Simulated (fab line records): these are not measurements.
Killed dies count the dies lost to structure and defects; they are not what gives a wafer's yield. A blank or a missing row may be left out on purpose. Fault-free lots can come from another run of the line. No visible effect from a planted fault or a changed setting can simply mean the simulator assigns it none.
A struck lot beside a sound one    flow berkeley-cmos170    14 steps out of a route of 331
Sound: these wafers, L684.3, L684.4, L684.5. Wafers struck: L698.2, L698.3, L698.4. The cause is named last.
Per side, at each step with rows, come the tool, then ch with its chambers, and then its first start. Under that, the readings that differ: sound wafers    struck wafers    difference of the means    sigmas: that difference in standard deviations of wafers without a fault.
alike: same words and numbers on both sides, and readings whose means sit less than 2 such deviations apart. not compared: any withheld reading, any reading some wafer has no value for, any bound like >300 that may hide the same value, and any number with overlapping values for which the record gives no deviation.
A row with sigmas, a row that says differs or no value, or rows on one side alone: a step with any of these is where the two part. Numbers that have no deviation but don't overlap get no sigmas and don't part them. Lack of a reading on every wafer of one side parts them only where that side has two or more wafers.

first, 3 steps without rows for these wafers: UCB170_ACTIVE_CLEAN_00 (cleans in SPM, time 600 s); UCB170_ACTIVE_CLEAN_01 (cleans in dHF, time 60 s); UCB170_ACTIVE_OXIDATION_02 (target thk 26.4 nm, ox time 1260 s).
UCB170_ACTIVE_THK_MEAS_03:
  struck on film-metro-02, day 7 07:20; sound on film-metro-01, day 4 06:35
  alike: ACTIVE_OXIDE_THK
then, 2 steps without rows for these wafers: UCB170_ACTIVE_ANNEAL_04 (time 900 s); UCB170_ACTIVE_CVD_05 (deposits Si3N4 from SiH2Cl2/NH3, target thk 220 nm, time 3300 s).
UCB170_ACTIVE_THK_MEAS_06:
  struck on film-metro-03, day 7 15:24; sound on film-metro-01, day 4 11:07
  alike: ACTIVE_NITRIDE_THK
then, 5 steps without rows for these wafers: UCB170_ACTIVE_HMDS_07 (prime time 60 s); UCB170_ACTIVE_COAT_08 (resist thk 900 nm); UCB170_ACTIVE_SOFTBAKE_09 (time 60 s); UCB170_ACTIVE_EXPOSE_10 (exposes mask ACTIVE, target cd 1200 nm); UCB170_ACTIVE_PEB_11.
UCB170_ACTIVE_DEVELOP_12: develop time 45 s.
  struck on litho-track-02, day 7 16:00; sound on litho-track-04 ch 0, day 4 12:00
  no value came back on the struck wafers for chill-plate-temp-C (C), develop-time-s (s); on the sound wafers chill-plate-temp-C (C) reads 22.91 22.92 22.79
reading                                  sound              struck             difference  sigmas
model.KrF_of_ACTIVE_COAT_08.thk-nm (nm)  888.2 884.4 884.1  905.2 900.6 903.6  +17.6       
UCB170_ACTIVE_CD_MEAS_13 targets a cd of 1200 nm.
  struck on cd-sem-02, day 7 16:52; sound on cd-sem-01, day 4 12:36
reading     sound                 struck  difference                     sigmas
cd-nm (nm)  1203.4 1204.6 1203.3  - - -   no value on the struck wafers  

== WHERE THEY PART ==
Last at UCB170_ACTIVE_CD_MEAS_13 as far as this record goes, first at UCB170_ACTIVE_DEVELOP_12.

WHY: the cause the simulator had injected
Beginning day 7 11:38, the whole step at UCB170_ACTIVE_DEVELOP_12 was skipped on litho-track-02. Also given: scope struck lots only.
